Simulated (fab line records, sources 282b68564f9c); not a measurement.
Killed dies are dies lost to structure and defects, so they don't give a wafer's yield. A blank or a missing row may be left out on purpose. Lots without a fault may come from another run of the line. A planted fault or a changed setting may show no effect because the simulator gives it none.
fab line records | flow rit_cmos | part 1 of 2: steps 1 to 30 of 41
record lots=5 wafers=15 last_day=7
route steps=202 shown NSD@131 PSD@142 SDANNEAL@153 PLDD@159 NLDD@160 SILICIDE@161 CONTACT@168
lots that met no fault: from a run of the same line without faults
start_h: hours from the record's first day to the start of the lot's first wafer shown | wait_h: hours since the lot's step before | " the same as in the row above | L1.1+2: a row that stands for several wafers | - no value, or no start given | * or withheld: withheld | < > ~ a bound
route shown NAME@n: a module of which the file shows steps, and the number in the route of the first | usual: mean/standard deviation of fault-free wafers | same: alike in all rows | chamber/n: place in a boat | sites: the reading at each site | _std_site: their standard deviation | _edge_site: outer sites' mean less inner sites' | radius_mm: how far each site lies from the wafer's centre | mask NAME#n: copy n | behind: the tool/chamber that last shaped the wafer | hold: why the lot was held/for how many hours/how that ended | device: the transistor (n, p or np) that didn't switch | end of line: the same wafers' tests at the end of the route | a step without rows: its recipe alone | killed: dies lost to structure and defects at the first sort, not the wafer's yield | map: a wafer's dies, x killed, . not, _ none there
set.NAME: the setting as run; set.NAME@STEP: as run at that earlier step | model.NAME: the simulator's own value behind a step, which no gauge read
lots at some steps of the route; a table a step, a row a wafer
services: from which hour (start_h, from the record's first day; less than 0 if before it) a tool's chamber was out of use, for how many hours, and why
## steps
# step RIT_NSD_HMDS_00
# recipe prime_time_s=60 prime_temp_c=140
# columns lot.wafer tool chamber start_h wait_h
L075.1+3+4 litho_track-01 0 52.26 0.1
L079.3+5+6 litho_track-04 0 71.92 0.1
L087.1+4+6 litho_track-04 0 116.91 0.1
L094.4+5+6 litho_track-04 0 150.80 0.1
L096.1+5+6 litho_track-01 0 157.00 0.1
# step RIT_NSD_COAT_01
# recipe resist=NOVOLAK spin_rpm=3250 resist_thk_nm=1000
# usual dispense_pressure_kPa=54/3.1
# columns lot.wafer tool chamber start_h wait_h dispense_pressure_kPa
L075.1 litho_track-01 0 52.41 0.1 51
L075.3 " 0 " " 51
L075.4 " 0 " " 51
L079.3 litho_track-04 0 72.07 0.1 52
L079.5 " 0 " " 52
L079.6 " 0 " " 52
L087.1 litho_track-04 0 117.06 0.1 52
L087.4 " 0 " " 52
L087.6 " 0 " " 52
L094.4 litho_track-04 0 150.95 0.1 52
L094.5 " 0 " " 52
L094.6 " 0 " " 52
L096.1 litho_track-01 0 157.15 0.1 51
L096.5 " 0 " " 51
L096.6 " 0 " " 51
# step RIT_NSD_SOFTBAKE_02
# recipe resist=NOVOLAK temp_c=90 time_s=61.69
# usual plate_sensor_t_centre_C=90.969/0.011 plate_sensor_t_edge_C=91.022/0.01
# columns lot.wafer tool chamber start_h wait_h plate_sensor_t_centre_C plate_sensor_t_edge_C
L075.1 litho_track-01 0 52.56 0.1 90.961 91.016
L075.3 " 0 " " 90.965 91.012
L075.4 " 0 " " 90.958 91.013
L079.3 litho_track-04 0 72.22 0.1 90.974 91.014
L079.5 " 0 " " 90.969 91.030
L079.6 " 0 " " 90.984 91.017
L087.1 litho_track-04 0 117.21 0.1 90.950 91.017
L087.4 " 0 " " 90.960 91.043
L087.6 " 0 " " 90.966 91.027
L094.4 litho_track-04 0 151.10 0.1 90.971 91.041
L094.5 " 0 " " 90.969 91.025
L094.6 " 0 " " 91.002 91.030
L096.1 litho_track-01 0 157.30 0.1 90.967 91.028
L096.5 " 0 " " 90.960 91.005
L096.6 " 0 " " 90.952 91.044
# step RIT_NSD_EXPOSE_03
# recipe mask_id=M9 na=0.57 target_cd_nm=40700 dose_mj=250
# usual focus_offset_nm=-0.1/0.47
# columns lot.wafer tool chamber start_h wait_h mask focus_offset_nm
L075.1 iline_stepper-01 0 52.83 0.2 M9#0 -0.1
L075.3 " 0 " " M9#0 -0.4
L075.4 " 0 " " M9#0 0.0
L079.3 iline_stepper-02 0 72.36 0.1 M9#0 -0.3
L079.5 " 0 " " M9#0 -0.2
L079.6 " 0 " " M9#0 -0.4
L087.1 iline_stepper-01 0 117.36 0.1 M9#0 -0.4
L087.4 " 0 " " M9#0 0.1
L087.6 " 0 " " M9#0 -0.7
L094.4 iline_stepper-02 0 151.36 0.2 M9#0 0.3
L094.5 " 0 " " M9#0 0.3
L094.6 " 0 " " M9#0 0.6
L096.1 iline_stepper-02 0 157.58 0.2 M9#0 0.7
L096.5 " 0 " " M9#0 0.8
L096.6 " 0 " " M9#0 0.4
# step RIT_NSD_PEB_04
# recipe resist=NOVOLAK temp_c=withheld time_s=withheld
# columns lot.wafer tool chamber start_h wait_h
L075.1+3+4 litho_track-03 0 52.95 0.1
L079.3+5+6 litho_track-04 0 72.49 0.1
L087.1+4+6 litho_track-01 0 117.48 0.1
L094.4+5+6 litho_track-03 0 151.52 0.1
L096.1+5+6 litho_track-03 0 157.69 0.1
# step RIT_NSD_DEVELOP_05
# recipe resist=NOVOLAK develop_time_s=50 dev_temp_c=23
# columns lot.wafer tool chamber start_h wait_h
L075.1+3+4 litho_track-03 0 - -
L079.3+5+6 litho_track-04 0 - -
L087.1+4+6 litho_track-01 0 - -
L094.4+5+6 litho_track-03 0 - -
L096.1+5+6 litho_track-03 0 - -
# step RIT_NSD_OVL_MEAS_06
# usual NSD_OVL=1.4/1.3
# columns lot.wafer tool chamber start_h wait_h NSD_OVL[nm]
L075.1 overlay-01 - 53.23 - -1.5
L075.3 " - " " -1.5
L075.4 " - " " 0.1
L079.3 overlay-02 - 72.74 - -1.6
L079.5 " - " " 0.6
L079.6 " - " " 0.5
L087.1 overlay-01 - 117.76 - 0.9
L087.4 " - " " 0.4
L087.6 " - " " 2.5
L094.4 overlay-02 - 151.75 - 2.1
L094.5 " - " " 2.5
L094.6 " - " " 1.2
L096.1 overlay-02 - 157.98 - -1.0
L096.5 " - " " 1.9
L096.6 " - " " 0.9
# step RIT_NSD_HARDBAKE_07
# recipe resist=NOVOLAK temp_c=140 time_s=60
# columns lot.wafer tool chamber start_h wait_h
L075.1+3+4 litho_track-04 0 53.27 0.0
L079.3+5+6 litho_track-01 0 72.81 0.1
L087.1+4+6 litho_track-04 0 117.84 0.1
L094.4+5+6 litho_track-01 0 151.84 0.1
L096.1+5+6 litho_track-01 0 158.01 0.0
# step RIT_NSD_IMPLANT_08
# recipe species=P energy_kev=25 dose_cm2=1e+15 tilt_deg=7
# usual dose_ions_cm2=9.999e+14/9.5e+11
# columns lot.wafer tool chamber start_h wait_h dose_ions_cm2
L075.1 implanter-04 0 53.42 0.1 9.992e+14
L075.3 " 0 " " 9.98e+14
L075.4 " 0 " " 9.986e+14
L079.3 implanter-02 0 72.96 0.1 1.0005e+15
L079.5 " 0 " " 1.0002e+15
L079.6 " 0 " " 1.001e+15
L087.1 implanter-02 0 117.99 0.1 1.0008e+15
L087.4 " 0 " " 1.0009e+15
L087.6 " 0 " " 1.0001e+15
L094.4 implanter-04 0 151.99 0.1 9.994e+14
L094.5 " 0 " " 1.0003e+15
L094.6 " 0 " " 9.995e+14
L096.1 implanter-02 0 158.16 0.1 1.001e+15
L096.5 " 0 " " 1.0004e+15
L096.6 " 0 " " 1.0004e+15
# step RIT_NSD_STRIP_09
# recipe chemistry=O2 time_s=180 resist=NOVOLAK platen_temp_c=withheld power_w=500 pressure_mtorr=4000 o2_flow_sccm=4000
# usual drypump_motor_current_A=6.2/0.53 o2_flow_sccm=4003/11
# columns lot.wafer tool chamber start_h wait_h drypump_motor_current_A o2_flow_sccm rf_hours_counter_h
L075.1 plasma_asher-02 0 53.57 0.1 6.1 4001 24
L075.3 " 1 " " 6.6 4011 -
L075.4 " 0 " " 6.2 4014 -
L079.3 plasma_asher-01 0 73.12 0.1 6.8 3996 -
L079.5 " 0 " " 6.8 4010 -
L079.6 " 1 " " 5.6 4002 -
L087.1 plasma_asher-01 1 118.14 0.1 5.6 4004 48
L087.4 " 1 " " 5.6 3990 -
L087.6 " 0 " " 6.8 3989 -
L094.4 plasma_asher-02 1 152.12 0.1 6.6 4005 -
L094.5 " 1 " " 6.6 3998 -
L094.6 " 0 " " 6.2 4004 -
L096.1 plasma_asher-04 0 158.31 0.1 6.3 4004 5
L096.5 " 1 " " 5.2 4006 -
L096.6 " 0 " " 6.3 3998 -
# step RIT_NSD_TW_MEAS_10
# usual NSD_TW=3166/20
# columns lot.wafer tool chamber start_h wait_h NSD_TW
L075.1 film_metro-02 - 53.74 0.1 3145
L075.3 " - " " 3160
L075.4 " - " " 3178
L079.3 film_metro-03 - 73.26 0.1 3128
L079.5 " - " " 3142
L079.6 " - " " 3136
L087.1 film_metro-04 - 118.31 0.1 3187
L087.4 " - " " 3189
L087.6 " - " " 3196
L094.4 film_metro-02 - 152.27 0.1 3169
L094.5 " - " " 3163
L094.6 " - " " 3184
L096.1 film_metro-03 - 158.49 0.1 3148
L096.5 " - " " 3156
L096.6 " - " " 3152
# step RIT_PSD_HMDS_00
# recipe prime_time_s=60 prime_temp_c=140
# columns lot.wafer tool chamber start_h wait_h
L075.1+3+4 litho_track-04 0 53.80 0.1
L079.3+5+6 litho_track-02 0 73.35 0.1
L087.1+4+6 litho_track-04 0 118.44 0.1
L094.4+5+6 litho_track-04 0 152.37 0.1
L096.1+5+6 litho_track-01 0 158.55 0.1
# step RIT_PSD_COAT_01
# recipe resist=NOVOLAK spin_rpm=3250 resist_thk_nm=1000
# usual dispense_pressure_kPa=53/3.2
# columns lot.wafer tool chamber start_h wait_h dispense_pressure_kPa
L075.1 litho_track-04 0 53.95 0.1 52
L075.3 " 0 " " 52
L075.4 " 0 " " 52
L079.3 litho_track-02 0 73.50 0.1 60
L079.5 " 0 " " 60
L079.6 " 0 " " 60
L087.1 litho_track-04 0 118.59 0.1 52
L087.4 " 0 " " 52
L087.6 " 0 " " 52
L094.4 litho_track-04 0 152.52 0.1 52
L094.5 " 0 " " 52
L094.6 " 0 " " 52
L096.1 litho_track-01 0 158.70 0.1 51
L096.5 " 0 " " 51
L096.6 " 0 " " 51
# step RIT_PSD_SOFTBAKE_02
# recipe resist=NOVOLAK temp_c=90 time_s=60
# columns lot.wafer tool chamber start_h wait_h
L075.1+3+4 litho_track-04 0 54.10 0.1
L079.3+5+6 litho_track-02 0 73.65 0.1
L087.1+4+6 litho_track-04 0 118.74 0.1
L094.4+5+6 litho_track-04 0 152.67 0.1
L096.1+5+6 litho_track-01 0 158.85 0.1
# step RIT_PSD_EXPOSE_03
# recipe mask_id=M10 na=0.57 target_cd_nm=40900 dose_mj=250
# usual focus_offset_nm=0.1/0.51
# columns lot.wafer tool chamber start_h wait_h mask focus_offset_nm
L075.1 iline_stepper-01 0 54.25 0.1 M10#0 -1.0
L075.3 " 0 " " M10#0 -0.2
L075.4 " 0 " " M10#0 -0.5
L079.3 iline_stepper-02 0 73.91 0.2 M10#0 -0.4
L079.5 " 0 " " M10#0 -0.2
L079.6 " 0 " " M10#0 0.6
L087.1 iline_stepper-01 0 118.89 0.1 M10#0 0.2
L087.4 " 0 " " M10#0 0.6
L087.6 " 0 " " M10#0 0.7
L094.4 iline_stepper-01 0 152.81 0.1 M10#0 0.6
L094.5 " 0 " " M10#0 0.2
L094.6 " 0 " " M10#0 0.9
L096.1 iline_stepper-02 0 159.00 0.1 M10#0 0.5
L096.5 " 0 " " M10#0 0.4
L096.6 " 0 " " M10#0 0.3
# step RIT_PSD_PEB_04
# recipe resist=NOVOLAK temp_c=withheld time_s=withheld
# columns lot.wafer tool chamber start_h wait_h
L075.1+3+4 litho_track-04 0 54.37 0.1
L079.3+5+6 litho_track-02 0 74.04 0.1
L087.1+4+6 litho_track-02 0 119.00 0.1
L094.4+5+6 litho_track-01 0 152.94 0.1
L096.1+5+6 litho_track-01 0 159.11 0.1
# step RIT_PSD_DEVELOP_05
# recipe resist=NOVOLAK develop_time_s=50 dev_temp_c=23
# columns lot.wafer tool chamber start_h wait_h
L075.1+3+4 litho_track-04 0 - -
L079.3+5+6 litho_track-02 0 - -
L087.1+4+6 litho_track-02 0 - -
L094.4+5+6 litho_track-01 0 - -
L096.1+5+6 litho_track-01 0 - -
# step RIT_PSD_OVL_MEAS_06
# usual PSD_OVL=-0.4/1.4
# columns lot.wafer tool chamber start_h wait_h PSD_OVL[nm]
L075.1 overlay-02 - 54.65 - -0.2
L075.3 " - " " -0.6
L075.4 " - " " -1.4
L079.3 overlay-02 - 74.28 - 1.3
L079.5 " - " " 1.4
L079.6 " - " " -0.9
L087.1 overlay-02 - 119.29 - -0.4
L087.4 " - " " -2.3
L087.6 " - " " -1.0
L094.4 overlay-02 - 153.17 - -0.2
L094.5 " - " " 1.3
L094.6 " - " " -0.3
L096.1 overlay-02 - 159.40 - -1.7
L096.5 " - " " 1.6
L096.6 " - " " 0.9
# step RIT_PSD_HARDBAKE_07
# recipe resist=NOVOLAK temp_c=140 time_s=60
# columns lot.wafer tool chamber start_h wait_h
L075.1+3+4 litho_track-04 0 54.69 0.0
L079.3+5+6 litho_track-01 0 74.36 0.1
L087.1+4+6 litho_track-01 0 119.49 0.2
L094.4+5+6 litho_track-02 0 153.26 0.1
L096.1+5+6 litho_track-02 0 159.43 0.0
# step RIT_PSD_IMPLANT_08
# recipe species=BF2 energy_kev=27.4 dose_cm2=5e+15 tilt_deg=7
# usual dose_ions_cm2=5e+15/5.3e+12
# columns lot.wafer tool chamber start_h wait_h dose_ions_cm2
L075.1 implanter-03 0 54.84 0.1 5e+15
L075.3 " 0 " " 5.002e+15
L075.4 " 0 " " 4.997e+15
L079.3 implanter-02 0 74.51 0.1 4.992e+15
L079.5 " 0 " " 4.994e+15
L079.6 " 0 " " 4.997e+15
L087.1 implanter-03 0 119.64 0.1 5.003e+15
L087.4 " 0 " " 4.991e+15
L087.6 " 0 " " 5.003e+15
L094.4 implanter-04 0 153.41 0.1 5.01e+15
L094.5 " 0 " " 5e+15
L094.6 " 0 " " 4.996e+15
L096.1 implanter-04 0 159.58 0.1 4.993e+15
L096.5 " 0 " " 5.007e+15
L096.6 " 0 " " 4.99e+15
# step RIT_PSD_STRIP_09
# recipe chemistry=O2 time_s=180 resist=NOVOLAK platen_temp_c=withheld power_w=500 pressure_mtorr=4000 o2_flow_sccm=4000
# usual drypump_motor_current_A=5.9/0.66 o2_flow_sccm=4001/12
# columns lot.wafer tool chamber start_h wait_h drypump_motor_current_A o2_flow_sccm rf_hours_counter_h
L075.1 plasma_asher-03 0 54.99 0.1 6.2 4019 39
L075.3 " 0 " " 6.2 4017 -
L075.4 " 1 " " 4.9 4005 -
L079.3 plasma_asher-01 0 74.67 0.1 6.7 3985 -
L079.5 " 0 " " 6.8 4031 -
L079.6 " 1 " " 5.6 3999 -
L087.1 plasma_asher-03 0 119.79 0.1 6.2 3987 47
L087.4 " 1 " " 4.9 4009 -
L087.6 " 1 " " 4.9 3994 -
L094.4 plasma_asher-03 1 153.54 0.1 4.9 3988 -
L094.5 " 0 " " 6.2 4007 -
L094.6 " 1 " " 4.8 3994 -
L096.1 plasma_asher-01 1 159.73 0.1 5.6 4006 52
L096.5 " 0 " " 6.8 3999 -
L096.6 " 1 " " 5.6 4004 -
# step RIT_PSD_TW_MEAS_10
# usual PSD_TW=3494/21
# columns lot.wafer tool chamber start_h wait_h PSD_TW
L075.1 film_metro-04 - 55.17 0.1 3511
L075.3 " - " " 3515
L075.4 " - " " 3500
L079.3 film_metro-04 - 74.80 0.1 3531
L079.5 " - " " 3514
L079.6 " - " " 3500
L087.1 film_metro-03 - 119.97 0.1 3509
L087.4 " - " " 3470
L087.6 " - " " 3472
L094.4 film_metro-04 - 153.69 0.1 3504
L094.5 " - " " 3504
L094.6 " - " " 3479
L096.1 film_metro-02 - 159.91 0.1 3479
L096.5 " - " " 3508
L096.6 " - " " 3505
# step RIT_SDANNEAL_CLEAN_00
# recipe chemistry=SC1 mix=3:3:50 time_s=600 temp_c=75
# usual temp_c=74.98/0.13
# columns lot.wafer tool chamber start_h wait_h temp_c
L075.1 wet_bench-04 0 55.23 0.1 74.97
L075.3 " 0 " " 75.03
L075.4 " 0 " " 74.90
L079.3 wet_bench-02 1 74.84 0.0 74.93
L079.5 " 1 " " 74.93
L079.6 " 1 " " 75.06
L087.1 wet_bench-02 0 120.03 0.1 74.79
L087.4 " 0 " " 74.87
L087.6 " 0 " " 74.83
L094.4 wet_bench-04 2 153.72 0.0 74.92
L094.5 " 2 " " 75.07
L094.6 " 2 " " 74.90
L096.1 wet_bench-02 2 159.97 0.1 74.85
L096.5 " 2 " " 74.96
L096.6 " 2 " " 75.00
# step RIT_SDANNEAL_CLEAN_01
# recipe chemistry=dHF dilution=50:1 time_s=30
# columns lot.wafer tool chamber start_h wait_h
L075.1+3+4 wet_bench-01 0 55.61 0.0
L079.3+5+6 wet_bench-02 3 75.02 0.0
L087.1+4+6 wet_bench-04 0 120.20 0.0
L094.4+5+6 wet_bench-01 2 154.07 0.0
L096.1+5+6 wet_bench-02 3 160.14 0.0
# step RIT_SDANNEAL_CLEAN_02
# recipe chemistry=SC2 mix=3:3:50 time_s=600 temp_c=75 dry=n2_spin
# usual temp_c=75.01/0.14
# columns lot.wafer tool chamber start_h wait_h temp_c
L075.1 wet_bench-02 0 55.62 0.0 74.92
L075.3 " 0 " " 74.98
L075.4 " 0 " " 75.24
L079.3 wet_bench-02 0 75.03 0.0 75.04
L079.5 " 0 " " 74.95
L079.6 " 0 " " 75.08
L087.1 wet_bench-01 3 120.24 0.0 74.94
L087.4 " 3 " " 74.61
L087.6 " 3 " " 74.71
L094.4 wet_bench-04 2 154.09 0.0 75.05
L094.5 " 2 " " 75.12
L094.6 " 2 " " 74.80
L096.1 wet_bench-02 1 160.16 0.0 74.99
L096.5 " 1 " " 75.17
L096.6 " 1 " " 74.96
# step RIT_SDANNEAL_RTA_03
# recipe temp_c=1050 time_s=5 idle_temp_c=600 ramp_up_c_per_s=342 ramp_down_c_per_s=171 cool_to_c=600 ambient=N2
# usual ramp_down_c_per_s=171.00/0.03 wafer_temp_C_max=1053.6/1.3
# columns lot.wafer tool chamber start_h wait_h ramp_down_c_per_s wafer_temp_C_max
L075.1 rtp_anneal-01 0 55.80 0.0 171.02 1054.1
L075.3 " 0 " " 170.99 1053.5
L075.4 " 0 " " 171.01 1053.9
L079.3 rtp_anneal-01 0 75.23 0.0 170.99 1052.8
L079.5 " 0 " " 171.01 1054.4
L079.6 " 0 " " 170.98 1054.6
L087.1 rtp_anneal-01 0 120.41 0.0 170.96 1053.3
L087.4 " 0 " " 171.01 1055.0
L087.6 " 0 " " 171.00 1053.8
L094.4 rtp_anneal-02 0 154.47 0.0 170.97 1054.4
L094.5 " 0 " " 171.03 1050.8
L094.6 " 0 " " 171.04 1054.0
L096.1 rtp_anneal-02 0 160.34 0.0 171.01 1054.1
L096.5 " 0 " " 171.00 1052.8
L096.6 " 0 " " 171.08 1056.7
# step RIT_SDANNEAL_RS_MEAS_04
# recipe thk_meas_gauge=four-point-probe
# usual PSD_RS=115.08/0.29
# columns lot.wafer tool chamber start_h wait_h PSD_RS[ohm/sq]
L075.1 film_metro-03 - 55.86 0.0 114.98
L075.3 " - " " 115.24
L075.4 " - " " 115.18
L079.3 film_metro-04 - 75.31 0.1 115.25
L079.5 " - " " 114.95
L079.6 " - " " 115.40
L087.1 film_metro-02 - 120.47 0.0 115.16
L087.4 " - " " 114.95
L087.6 " - " " 114.79
L094.4 film_metro-04 - 154.56 0.1 115.26
L094.5 " - " " 115.29
L094.6 " - " " 115.51
L096.1 film_metro-02 - 160.39 0.0 114.90
L096.5 " - " " 115.11
L096.6 " - " " 115.20
# step RIT_SDANNEAL_RS_MEAS_05
# recipe thk_meas_gauge=four-point-probe
# usual NSD_RS=84.65/0.27
# columns lot.wafer tool chamber start_h wait_h NSD_RS[ohm/sq]
L075.1 film_metro-03 - 55.98 0.1 85.08
L075.3 " - " " 84.48
L075.4 " - " " 84.50
L079.3 film_metro-04 - 75.43 0.1 84.50
L079.5 " - " " 84.44
L079.6 " - " " 84.52
L087.1 film_metro-02 - 120.59 0.1 84.32
L087.4 " - " " 84.60
L087.6 " - " " 84.51
L094.4 film_metro-04 - 154.68 0.1 84.57
L094.5 " - " " 84.57
L094.6 " - " " 84.77
L096.1 film_metro-02 - 160.51 0.1 84.99
L096.5 " - " " 85.01
L096.6 " - " " 84.82
# step RIT_SDANNEAL_RS_MEAS_06
# recipe thk_meas_gauge=four-point-probe
# usual PLDD_RS=177.8/0.49
# columns lot.wafer tool chamber start_h wait_h PLDD_RS[ohm/sq]
L075.1 film_metro-03 - 56.10 0.1 178.2
L075.3 " - " " 178.8
L075.4 " - " " 178.3
L079.3 film_metro-04 - 75.55 0.1 177.5
L079.5 " - " " 177.1
L079.6 " - " " 177.7
L087.1 film_metro-02 - 120.71 0.1 177.4
L087.4 " - " " 176.9
L087.6 " - " " 177.8
L094.4 film_metro-04 - 154.80 0.1 178.3
L094.5 " - " " 178.5
L094.6 " - " " 178.4
L096.1 film_metro-02 - 160.63 0.1 178.4
L096.5 " - " " 178.5
L096.6 " - " " 177.9
# step RIT_SDANNEAL_RS_MEAS_07
# recipe thk_meas_gauge=four-point-probe
# usual NLDD_RS=151.9/0.53
# columns lot.wafer tool chamber start_h wait_h NLDD_RS[ohm/sq]
L075.1 film_metro-03 - 56.22 0.1 150.2
L075.3 " - " " 151.2
L075.4 " - " " 150.6
L079.3 film_metro-04 - 75.67 0.1 152.8
L079.5 " - " " 151.4
L079.6 " - " " 152.1
L087.1 film_metro-02 - 120.83 0.1 151.3
L087.4 " - " " 151.7
L087.6 " - " " 151.5
L094.4 film_metro-04 - 154.92 0.1 151.7
L094.5 " - " " 151.4
L094.6 " - " " 151.1
L096.1 film_metro-02 - 160.75 0.1 152.4
L096.5 " - " " 152.5
L096.6 " - " " 152.1
